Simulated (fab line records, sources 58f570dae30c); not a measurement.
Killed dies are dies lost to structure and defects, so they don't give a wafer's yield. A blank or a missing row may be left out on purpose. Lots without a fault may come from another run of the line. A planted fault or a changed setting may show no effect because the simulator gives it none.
One fault seen from 2 desks | flow berkeley_cmos170 | each desk has only its own numbers; what lay behind them comes last

THE METROLOGY DESK
What the gauges read, lot by lot, whatever tool the lot ran on: means of the sampled wafers that have a number. A lot is out of limits, marked OUT, if its mean lies more than 4 standard deviations from the usual mean; the brackets give that distance.
Columns: A = PWELL_OVL at UCB170_PWELL_OVL_MEAS_13, usual -1 nm; B = FIELD_OXIDE_THK at UCB170_FIELD_THK_MEAS_02, usual 555 nm; C = NVT_TW at UCB170_NVT_TW_MEAS_09, usual 522; D = PVT_TW at UCB170_PVT_TW_MEAS_09, usual 506
lot  | first seen here | A  | B   | C   | D
L487 | day 3 00:07     | -4 | 558 | 521 | 513
L489 | day 3 11:32     | 1  | 543 | 521 | 508
L491 | day 3 23:41     | 2  | 567 | 520 | 503
L492 | day 4 00:13     | 1  | 567 | 522 | 503
L493 | day 4 13:07     | 0  | 536 | 523 | 508
L495 | day 4 20:07     | 2  | 564 | 521 | 506
L494 | day 4 20:09     | 1  | 557 | 518 | 505
L497 | day 5 03:00     | 3  | 544 | 517 | 468 (-10) OUT
L500 | day 5 13:52     | 0  | 556 | 519 | 467 (-10) OUT
L503 | day 6 01:58     | -1 | 539 | 518 | 503
L502 | day 6 02:22     | 6  | 548 | 530 | 502
L501 | day 6 02:36     | 0  | 541 | 520 | 507
L504 | day 6 11:02     | -3 | 574 | 520 | 505
L508 | day 7 09:20     | -4 | 554 | 532 | 507
This desk's finding: out of limits on L497, L500; first on L497, day 7 19:33 (PVT_TW at UCB170_PVT_TW_MEAS_09). In limits: L487, L489, L491, L492, L493, L495, L494, L503, L502, L501, L504, L508.

THE TOOL OWNER'S DESK: implanter-03
The tool's own readings at UCB170_PVT_IMPLANT_07: means of the sampled wafers that have a number, for each lot that ran on this tool. A lot is out of limits, marked OUT, if its mean lies more than 4 standard deviations from the usual mean; the brackets give that distance.
Columns: A = beam_energy_keV at UCB170_PVT_IMPLANT_07, usual 30.002; B = dose_ions_cm2 at UCB170_PVT_IMPLANT_07, usual 2.0001e+12; C = faraday_current_uA at UCB170_PVT_IMPLANT_07, usual 6.36
lot  | first seen here | A      | B                            | C
L487 | day 5 10:58     | 29.999 | 1.9999e+12                   | 6.41
L492 | day 6 16:32     | 29.998 | 2.0007e+12                   | 6.43
L495 | day 7 10:37     | 29.999 | 1.9975e+12                   | 6.45
L497 | day 7 19:19     | 30.003 | 1.5599e+12 (-99 or more) OUT | 4.84 (-13) OUT
L500 | day 8 04:46     | 30.011 | 1.5613e+12 (-99 or more) OUT | 4.95 (-12) OUT
This desk's finding: out of limits on L497, L500; first on L497, day 7 19:19 (dose_ions_cm2 at UCB170_PVT_IMPLANT_07). In limits: L487, L492, L495.

PUT TOGETHER
The tool owner's desk could have raised an alarm at day 7 19:19, on L497, L500.
The metrology desk could have raised an alarm at day 7 19:33, on L497, L500.
Of the lots named, all ran UCB170_PVT_IMPLANT_07 on implanter-03.

WHAT THE SIMULATOR HAD PUT IN
Process parameter drift: implanter-03, from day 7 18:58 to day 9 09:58, at UCB170_PVT_IMPLANT_07. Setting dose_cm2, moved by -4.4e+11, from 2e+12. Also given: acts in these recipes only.
Lots struck among those shown: L497, L500.
Hours from the fault's start to each desk's first reading out of limits: the tool owner's desk, 0; the metrology desk, 1.
